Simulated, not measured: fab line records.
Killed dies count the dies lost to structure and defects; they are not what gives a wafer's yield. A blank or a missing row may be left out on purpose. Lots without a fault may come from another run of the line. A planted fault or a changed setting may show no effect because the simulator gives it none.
Check of tool commonality | flow berkeley_cmos170 | 39 wafers sampled across 13 lots

REASON IT WAS OPENED
Flagged at UCB170_GATE_CD_MEAS_12: reading cd_nm, on 1 of 13 lots. No-fault wafers: 349.9 nm, standard deviation 1.1.
Rule: a lot is flagged when every wafer of it that has a number lies more than 4 standard deviations from that mean, or none has a number. The other lots count as sound.

lot  | measured     | on        | cd_nm (nm), wafer by wafer | flag
L884 | day 7 12:15  | cd_sem-01 | 350.4 350.0 350.8          |
L883 | day 7 12:23  | cd_sem-01 | 349.1 349.6 350.2          |
L886 | day 7 21:20  | cd_sem-01 | 350.3 349.6 349.7          |
L887 | day 7 21:44  | cd_sem-01 | 350.6 351.3 351.0          |
L888 | day 7 22:21  | cd_sem-01 | 350.0 349.5 348.9          |
L889 | day 8 04:55  | cd_sem-01 | 349.9 350.3 350.4          |
L891 | day 8 20:31  | cd_sem-02 | 351.9 351.3 351.2          |
L892 | day 8 21:13  | cd_sem-01 | 349.3 349.3 348.2          |
L894 | day 9 14:22  | cd_sem-01 | 375.0 375.2 374.8          | FLAGGED
L899 | day 10 13:29 | cd_sem-02 | 348.4 350.1 349.4          |
L898 | day 10 13:42 | cd_sem-02 | 350.5 350.4 350.4          |
L905 | day 11 19:31 | cd_sem-01 | 348.1 348.5 349.8          |
L906 | day 12 06:34 | cd_sem-02 | 351.7 349.9 349.3          |
Average over the flagged lots: 375.0 nm; offset from the usual +25.1 nm, equal to +23 standard deviations.

EACH LOT AND THE TOOL IT RAN ON
The record keeps 1 process step preceding the reading, out of 331 steps on the route. Every cell lists first the tool, next ch and the chambers used by the sampled wafers, and last the start.
lot  | flag    | UCB170_GATE_EXPOSE_09
L884 |         | krf_scanner-01 ch 0, day 7 11:40
L883 |         | krf_scanner-01 ch 0, day 7 11:49
L886 |         | krf_scanner-02 ch 0, day 7 20:54
L887 |         | krf_scanner-02 ch 0, day 7 21:01
L888 |         | krf_scanner-01 ch 0, day 7 21:28
L889 |         | krf_scanner-01 ch 0, day 8 03:40
L891 |         | krf_scanner-01 ch 0, day 8 20:07
L892 |         | krf_scanner-01 ch 0, day 8 20:40
L894 | FLAGGED | krf_scanner-01 ch 0, day 9 13:31
L899 |         | krf_scanner-02 ch 0, day 10 12:34
L898 |         | krf_scanner-02 ch 0, day 10 12:42
L905 |         | krf_scanner-02 ch 0, day 11 19:08
L906 |         | krf_scanner-01 ch 0, day 12 06:04
What the steps here do:
- UCB170_GATE_EXPOSE_09: exposes mask POLY, target cd 350 nm.
- UCB170_GATE_CD_MEAS_12: target cd 350 nm.

FLAGGED AGAINST TOTAL, ONE TOOL AT A TIME (gauges that did the reading follow at the end)
step                   | tool           | lots run | flagged | share of the flagged lots | sound lots run after its first flagged lot
UCB170_GATE_EXPOSE_09  | krf_scanner-01 | 8        | 1       | all                       | 1 (L906)
UCB170_GATE_EXPOSE_09  | krf_scanner-02 | 5        | 0       | none                      | -
UCB170_GATE_CD_MEAS_12 | cd_sem-01      | 9        | 1       | all                       | 1 (L905)
UCB170_GATE_CD_MEAS_12 | cd_sem-02      | 4        | 0       | none                      | -

WHAT IS ALLOWED BY THE TABLE
2 rows of the table ran every flagged lot: krf_scanner-01 at UCB170_GATE_EXPOSE_09, cd_sem-01 at UCB170_GATE_CD_MEAS_12.
- krf_scanner-01 at UCB170_GATE_EXPOSE_09: 1 of its 8 lots flagged. Sound lots followed the first flagged one (L906) on it, something a lasting fault affecting the whole tool could not allow.
- cd_sem-01 at UCB170_GATE_CD_MEAS_12: 1 of its 9 lots flagged. Sound lots followed the first flagged one (L905) on it, something a lasting fault affecting the whole tool could not allow.
Every row of the table either missed a flagged lot or ran a sound lot after the first.

WHAT THE SIMULATOR HAD INSERTED
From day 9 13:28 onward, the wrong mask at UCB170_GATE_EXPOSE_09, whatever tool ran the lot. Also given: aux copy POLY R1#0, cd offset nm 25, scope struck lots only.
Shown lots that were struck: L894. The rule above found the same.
